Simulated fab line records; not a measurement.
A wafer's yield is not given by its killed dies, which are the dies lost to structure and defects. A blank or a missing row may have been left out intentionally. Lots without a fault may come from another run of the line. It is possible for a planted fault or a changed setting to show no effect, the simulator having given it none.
Which of the tools did it? -- flow ritCmos -- Sampling: 14 lots, 42 wafers, 3 of 202 route steps

## WHAT EACH GAUGE READ, for each wafer
RIT_WELLDRIVE_RS_MEAS_01: measurement is done with a four-point probe.
lot,measured,on,NWELL_RS (ohm/sq)
L731,day 2 05:29,filmMetro-04,275.6 275.2 274.2
L732,day 2 10:01,filmMetro-02,276.9 276.3 275.8
L733,day 2 16:20,filmMetro-02,276.0 275.5 276.5
L734,day 2 20:08,filmMetro-04,275.0 275.3 274.3
L736,day 3 07:46,filmMetro-03,275.6 275.1 275.8
L737,day 3 11:50,filmMetro-03,274.7 273.9 274.5
L738,day 3 17:05,filmMetro-03,275.1 274.9 275.0
L739,day 4 00:12,filmMetro-04,275.8 275.6 276.1
L740,day 4 04:38,filmMetro-04,275.0 275.2 274.9
L745,day 5 07:20,filmMetro-03,284.4 284.4 285.1
L748,day 6 03:11,filmMetro-04,284.5 283.7 283.6
L752,day 6 18:16,filmMetro-04,275.4 275.0 275.1
L753,day 7 00:08,filmMetro-02,276.6 276.5 276.1
L754,day 7 03:56,filmMetro-02,275.1 275.4 275.0

RIT_WELLDRIVE_RS_MEAS_02: measurement is done with a four-point probe.
lot,measured,on,PWELL_RS (ohm/sq)
L731,day 2 05:36,filmMetro-04,430.0 429.6 431.4
L732,day 2 10:08,filmMetro-02,431.3 432.0 432.0
L733,day 2 16:28,filmMetro-02,429.4 428.5 429.2
L734,day 2 20:16,filmMetro-04,428.9 430.6 429.1
L736,day 3 07:53,filmMetro-03,429.2 428.2 428.5
L737,day 3 11:57,filmMetro-03,429.2 429.2 429.0
L738,day 3 17:13,filmMetro-03,427.5 428.1 427.4
L739,day 4 00:19,filmMetro-04,428.3 430.1 427.4
L740,day 4 04:45,filmMetro-04,427.5 427.8 428.2
L745,day 5 07:27,filmMetro-03,438.8 437.5 438.7
L748,day 6 03:19,filmMetro-04,437.1 438.8 438.7
L752,day 6 18:23,filmMetro-04,427.9 427.8 429.7
L753,day 7 00:15,filmMetro-02,428.3 429.7 429.3
L754,day 7 04:03,filmMetro-02,431.5 431.5 430.5

## TOOL THAT RAN EACH LOT (tool first, then ch and the chambers of the sampled wafers, then the start)
lot,RIT_WELLDRIVE_ANNEAL_00
L731,"furnace-04 ch 0, day 2 00:24"
L732,"furnace-03 ch 0, day 2 04:54"
L733,"furnace-04 ch 0, day 2 11:16"
L734,"furnace-01 ch 0, day 2 15:02"
L736,"furnace-01 ch 0, day 3 02:40"
L737,"furnace-03 ch 0, day 3 06:45"
L738,"furnace-04 ch 0, day 3 12:01"
L739,"furnace-03 ch 0, day 3 19:05"
L740,"furnace-01 ch 0, day 3 23:33"
L745,"furnace-03 ch 0, day 5 02:13"
L748,"furnace-03 ch 0, day 5 22:04"
L752,"furnace-01 ch 0, day 6 13:07"
L753,"furnace-04 ch 0, day 6 19:03"
L754,"furnace-01 ch 0, day 6 22:48"
- RIT_WELLDRIVE_ANNEAL_00: time 14700 s.

## WHAT THE TOOLS THEMSELVES READ (means of the sampled wafers that have a number; where no wafer has one, the mark that the record gives instead)
RIT_WELLDRIVE_ANNEAL_00.
lot,tool,spikeTcCentreC (C),spikeTcSourceC (C),tubeCenterTempC (C),tube_center_temp_C_max,zonePowerCentrePct (%)
L731,furnace-04,1100.2,1123.1,1100,1102.9,51
L732,furnace-03,1102.8,1126.0,1100,1102.9,53
L733,furnace-04,1101.8,1122.1,1100,1103.0,50
L734,furnace-01,1101.8,1125.0,1100,1103.0,46
L736,furnace-01,1099.4,1125.4,1100,1102.8,47
L737,furnace-03,1103.1,1125.4,1100,1103.0,54
L738,furnace-04,1100.7,1122.9,1100,1102.6,50
L739,furnace-03,1103.9,1126.4,1100,1102.7,54
L740,furnace-01,1100.8,1126.6,1100,1102.8,46
L745,furnace-03,1095.1,1118.3,1092,1094.9,53
L748,furnace-03,1095.2,1117.9,1092,1094.6,53
L752,furnace-01,1102.2,1126.0,1100,1102.9,47
L753,furnace-04,1100.2,1122.9,1100,1102.6,50
L754,furnace-01,1101.9,1126.2,1100,1103.2,46

## THE ANSWER, worked out from the rows above alone
Rule: what is usual is taken from the lots themselves. The widest of any qualifying gaps counts: lots, ordered by their means at a reading, are off when they make up no more than a third of the lots, leave a main group of 4 or more, and stand apart from it by 3 or more times the standard deviation of that group's means. Not used: any main group whose means are identical at the precision the tables above print for the reading. Also off: a lot with no number at a reading for which 4 or more lots have one. All remaining lots with rows at the step are treated as sound. The gauges are gone through in route order, then the tools' own readings, and for those a lot's mean is taken as printed above. The first step at which some lot is off is used, and at that step the reading that is off furthest; a lot without a number counts as furthest.
Off: at RIT_WELLDRIVE_RS_MEAS_01 (NWELL_RS), L745, L748. Mean 275.4 ohm/sq and standard deviation 0.6 in the main group.
A tool fits if, at a process step before that reading, it ran every lot that is off, and no sound lot after the first of them. Not tried: the gauges at RIT_WELLDRIVE_RS_MEAS_01; whatever is off there is also off at RIT_WELLDRIVE_ANNEAL_00, on other tools, and gauge error can't account for it. One fits: RIT_WELLDRIVE_ANNEAL_00 on furnace-03. A fault onset in the window from L739 (day 3 19:05, its last sound lot) to L745 (day 5 02:13, its first lot off) fits.
The tool's own readings at RIT_WELLDRIVE_ANNEAL_00 bear it out: on the lots that are off they differ by more than 5 times the standard deviation of the sound lots' means. spikeTcCentreC reads 1095.2 C there against 1101.6 C on the sound lots; tubeCenterTempC reads 1092 C there against 1100 C on the sound lots; tube_center_temp_C_max reads 1094.8 there against 1102.9 on the sound lots.

## WHAT THE SIMULATOR HAD PUT IN
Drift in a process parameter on furnace-03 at RIT_WELLDRIVE_ANNEAL_00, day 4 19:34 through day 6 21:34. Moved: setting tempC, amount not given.
Shown lots that were struck: L745, L748. The same result came from the rule above.
